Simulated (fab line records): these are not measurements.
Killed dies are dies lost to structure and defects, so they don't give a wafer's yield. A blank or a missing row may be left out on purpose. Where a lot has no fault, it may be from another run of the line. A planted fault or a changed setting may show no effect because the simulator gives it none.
8D (eight disciplines) problem report, filled in by code | flow rit_cmos | the parts of the form that need people (team, actions taken, sign-off) are left out

## 1. PROBLEM STATEMENT
Across 6 wafers from 2 lots, NWELL_TW at RIT_NWELL_TW_MEAS_10 averages 2402, while fault-free wafers read 2148 with a standard deviation of 16. Relative to the usual mean, that is a shift of +16 standard deviations.
The first sign was on wafer L867.2 at day 4 21:50, on film_metro-03. Wafers with a number at this step in the record: 42, from 14 lots. By rule, "out" or "out of limits" means more than 4 standard deviations away from the usual mean. The rest of the wafers with a number are treated as sound.

## 2. WHAT IT IS; WHAT IT IS NOT
question                    | is                           | is not
which readings at this step | NWELL_TW                     | -
which lots                  | L867, L868                   | L853, L855, L857, L858, L859, L860, L863, L864, L866, L873, L874, L875
which wafers of those lots  | all that have a number       | -
read on which gauges        | film_metro-03, film_metro-04 | film_metro-01
when                        | from day 4 21:50             | up to then (27 sound wafers); but 9 sound wafers of L873, L874, L875 came after

## 3. THE SUSPECTS, EACH WITH WHAT RULES IT OUT
Counting: a tool at any process step up to the reading remains a suspect when it ran all the lots that are out and ran no sound lot after the first of those.
- ruled out: the gauge at RIT_NWELL_TW_MEAS_10. 2 gauges (film_metro-03, film_metro-04) read the wafers that are out.
- implanter-01 at RIT_NWELL_IMPLANT_08: kept. All lots that are out passed through it, beginning with L867 at day 4 21:32, and no sound lot followed; its final sound lot before that point was L864 at day 4 07:45. On those wafers its own readings are out: dose_ions_cm2, faraday_current_uA.
Left after counting: implanter-01 at RIT_NWELL_IMPLANT_08.

## 4. THE CAUSE (what the simulator had put in)
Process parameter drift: implanter-01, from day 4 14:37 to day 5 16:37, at RIT_NWELL_IMPLANT_08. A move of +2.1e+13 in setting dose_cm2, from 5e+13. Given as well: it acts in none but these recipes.
The count eliminated every tool but this one.

## 5. THE EFFECT CHAIN, in route order
One row per reading whose mean, taken over the struck wafers that have a number, lies over 3 standard deviations from the usual. Only readings whose record carries a usual standard deviation are examined. hours: median over the lots of the time between each lot's start at the first step of this table that gives one and its start at this step. sigmas: the change, counted in usual standard deviations.
hours | step                     | reading            | usual        | on struck wafers | change     | sigmas
0     | RIT_NWELL_IMPLANT_08     | dose_ions_cm2      | 5.001e+13    | 7.103e+13        | +2.102e+13 | +99 or more
0     | RIT_NWELL_IMPLANT_08     | faraday_current_uA | 158          | 227              | +69        | +22
0     | RIT_NWELL_TW_MEAS_10     | NWELL_TW           | 2148         | 2402             | +254       | +16
8     | RIT_WELLDRIVE_RS_MEAS_01 | NWELL_RS           | 275.5 ohm/sq | 222.9            | -52.6      | -57
Process steps it contains:
- RIT_NWELL_IMPLANT_08

## 6. HOW IT WOULD HAVE BEEN CAUGHT EARLIER
In this record the first reading out of limits at a measuring or inspecting step was taken at day 4 21:50, 7 hours after the fault began at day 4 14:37.
At RIT_NWELL_IMPLANT_08, the tool's own readings (dose_ions_cm2, faraday_current_uA) were out on each struck wafer the step has a row for, so an alarm limit on them would have fired on the first such wafer.
L868, from the lots that are out (2), started RIT_NWELL_IMPLANT_08 on implanter-01 later than day 4 21:50. It would have been spared by a hold on the tool at that moment.
